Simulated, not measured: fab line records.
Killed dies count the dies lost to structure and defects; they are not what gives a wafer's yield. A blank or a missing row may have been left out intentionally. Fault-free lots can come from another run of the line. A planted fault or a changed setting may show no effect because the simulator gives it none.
Problem report, 8D (eight disciplines) form, completed by code | flow berkeley_cmos170 | the parts of the form that need people (team, actions taken, sign-off) are left out

== 1. THE ISSUE ==
Across 6 wafers from 2 lots, GATE_OXIDE_THK at UCB170_GATE_THK_MEAS_02 averages 5.57 nm, while fault-free wafers read 6.52 nm with a standard deviation of 0.13. Relative to the usual mean, that is a shift of -7.3 standard deviations.
The first sign was on wafer L943.1 at day 6 23:16, on film_metro-04. Wafers with a number at this step in the record: 42, from 14 lots. The rule behind "out" and "out of limits": a value lying over 4 standard deviations away from the usual mean. Any other wafer with a number is counted as sound.

== 2. WHAT IT IS AND WHAT IT IS NOT ==
question                    | is                           | is not
which readings at this step | GATE_OXIDE_THK               | -
which lots                  | L943, L944                   | L938, L939, L941, L942, L946, L947, L953, L954, L955, L956, L957, L960
which wafers of those lots  | all that have a number       | -
read on which gauges        | film_metro-02, film_metro-04 | film_metro-03
when                        | from day 6 23:16             | up to then (12 sound wafers); but 24 sound wafers of L946, L947, L953, L954, L955, L956, L957, L960 came after

== 3. WHAT RULES OUT EACH SUSPECT ==
Counting: any tool at a process step up to the reading is kept as a suspect provided that every lot that is out went through it and no sound lot did after the first of them.
- the gauge at UCB170_GATE_THK_MEAS_02 has been ruled out. Those wafers that are out were read across 2 gauges (film_metro-02, film_metro-04).
- furnace-01 at UCB170_GATE_OXIDATION_01 (target thk 6.6 nm, ox time 1800 s): kept. All lots that are out passed through it, beginning with L943 at day 6 21:46, and no sound lot followed; its final sound lot before that point was L941 at day 6 12:10. Its own readings are out on those wafers: spike_tc_centre_C, spike_tc_load_C, tube_center_temp_C, tube_center_temp_C_max.
Left after counting: furnace-01 at UCB170_GATE_OXIDATION_01.

== 4. THE CAUSE (what the simulator had put in) ==
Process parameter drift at UCB170_GATE_OXIDATION_01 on furnace-01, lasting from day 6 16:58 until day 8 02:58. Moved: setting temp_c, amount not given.
The count eliminated every tool but this one.

== 5. THE CHAIN OF EFFECTS, in route order ==
Rows list readings where the struck wafers' mean (over those with a number) sits beyond 3 standard deviations from the usual. Readings are gone through only where the record gives a usual standard deviation; hours: the median, over the lots, of the time from a lot's start at the first step in this table giving one to that lot's start at this step; sigmas: the change measured in usual standard deviations.
hours | step                     | reading                | usual    | on struck wafers | change | sigmas
0     | UCB170_GATE_OXIDATION_01 | spike_tc_centre_C      | 852.9 C  | 838.9            | -14.0  | -15
0     | UCB170_GATE_OXIDATION_01 | spike_tc_load_C        | 875.0 C  | 859.3            | -15.7  | -10
0     | UCB170_GATE_OXIDATION_01 | spike_tc_source_C      | 872 C    | 860              | -12    | -3.8
0     | UCB170_GATE_OXIDATION_01 | tube_center_temp_C     | 849.99 C | 835.93           | -14.06 | -99 or more
0     | UCB170_GATE_OXIDATION_01 | tube_center_temp_C_max | 852.2    | 837.9            | -14.3  | -37
2     | UCB170_GATE_THK_MEAS_02  | GATE_OXIDE_THK         | 6.52 nm  | 5.57             | -0.95  | -7.3
The process steps in it:
- UCB170_GATE_OXIDATION_01: target thk 6.6 nm, ox time 1800 s.

== 6. WHAT WOULD HAVE CAUGHT IT SOONER ==
Counted from the fault's start at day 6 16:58, it took 6 hours until the first out-of-limits reading at a measuring or inspecting step in this record, taken at day 6 23:16.
At UCB170_GATE_OXIDATION_01, the tool's own readings (spike_tc_centre_C, spike_tc_load_C, tube_center_temp_C, tube_center_temp_C_max) were out on each struck wafer the step has a row for, so an alarm limit on them would have fired on the first such wafer.
By day 6 23:16, every lot that is out (2) had started UCB170_GATE_OXIDATION_01 on furnace-01. Had the tool been put on hold then, not one of them would have been saved.
